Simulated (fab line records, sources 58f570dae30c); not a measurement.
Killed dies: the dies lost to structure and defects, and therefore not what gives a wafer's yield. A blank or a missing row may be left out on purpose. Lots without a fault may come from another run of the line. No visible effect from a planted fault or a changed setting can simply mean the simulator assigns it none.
Comparing a struck lot with a sound one | flow berkeleyCmos170 | 15 steps out of a route of 331
Sound: wafers L716.1, L716.2, L716.3. Struck: wafers L722.1, L722.5 (left out: L722.6, a lot-mate that was not struck); the cause follows at the end.
Each step with rows lists, per side, the tool, then ch with its chambers, then its first start. Under that, the readings that differ: sound wafers | struck wafers | difference of the means | sigmas: that difference in standard deviations of wafers without a fault.
alike: words and numbers the same on both sides, and readings whose means are apart by under 2 such deviations; not compared: readings that were withheld, readings missing a value for some wafer, numbers with overlapping values and no deviation given by the record, and bounds like >300 which may hide the same value.
Wherever a step has rows on one side only, a row that says differs or no value, or a row with sigmas, the two part there. When numbers do not overlap yet have no deviation, they are printed without sigmas and do not part them. A reading that every wafer of one side lacks parts them only if that side has two wafers or more.

first, 2 steps without rows for these wafers: UCB170_GATE_ANNEAL_03 (time 1800 s); UCB170_GATE_CVD_04 (deposits poly-Si from SiH4, time 1440 s, target thk 214 nm).
UCB170_GATE_THK_MEAS_05:
  sound on filmMetro-02 at day 9 15:10; struck on filmMetro-03 at day 10 17:27
  alike: GATE_POLY_THK
then, 6 steps without rows for these wafers: UCB170_GATE_COAT_06; UCB170_GATE_COAT_07 (resist thk 900 nm); UCB170_GATE_SOFTBAKE_08 (time 60 s); UCB170_GATE_EXPOSE_09 (exposes mask POLY, target cd 350 nm); UCB170_GATE_PEB_10; UCB170_GATE_DEVELOP_11 (develop time 45 s).
UCB170_GATE_CD_MEAS_12: the cd target is 350 nm.
  sound on cdSem-02 at day 9 17:18; struck on cdSem-02 at day 10 19:53
reading   | sound             | struck      | difference | sigmas
cdNm (nm) | 351.5 350.6 352.1 | 348.3 348.4 | -3.1       | -2
UCB170_GATE_OVL_MEAS_13:
  sound on overlay-01 at day 9 17:25; struck on overlay-02 at day 10 20:01
  alike: GATE_OVL
UCB170_GATE_ETCH_14: etches BARC in N2/H2.
  sound on rieDiel-02 ch 1,2,3, day 9 17:28; struck on rieDiel-01 ch 0,3, day 10 20:02
  alike: drypumpMotorCurrentA, oesProductAu, throttleValvePct
UCB170_GATE_ETCH_15: etches poly-Si in HBr/Cl2, stops on SiO2, time 56.3 s, target depth 278.2 nm.
  sound on rieSi-01 ch 1,2,3, day 9 17:30; struck on rieSi-01 ch 2, day 10 20:05
reading                              | sound             | struck          | difference | sigmas
oesProductAu (a.u.)                  | 0.845 0.841 0.828 | 0.882 0.878     | +0.042     | +3
overEtchFrac                         | 0.3 0.3 0.3       | 0.23951 0.23951 | -0.06049   | 
model.KrF_of_GATE_COAT_07.thkNm (nm) | 776.6 777.6 776.3 | 784.7 782.5     | +6.8       | 
  alike: drypumpMotorCurrentA, throttleValvePct
  not compared: rfHoursCounterH
UCB170_GATE_STRIP_16: strips in O2.
  sound on plasmaAsher-01 ch 0,1, day 9 17:33; struck on plasmaAsher-02 ch 0, day 10 20:08
  alike: drypumpMotorCurrentA, oesProductAu
  not compared: rfHoursCounterH
UCB170_M3_PROBE_99:
  rows exist in the record for the sound wafers here (prober-01, day 11 16:34), none for the struck ones

## WHERE THEY PART
First at UCB170_GATE_CD_MEAS_12; last, within this record, at UCB170_M3_PROBE_99.

WHY: what had been put in by the simulator
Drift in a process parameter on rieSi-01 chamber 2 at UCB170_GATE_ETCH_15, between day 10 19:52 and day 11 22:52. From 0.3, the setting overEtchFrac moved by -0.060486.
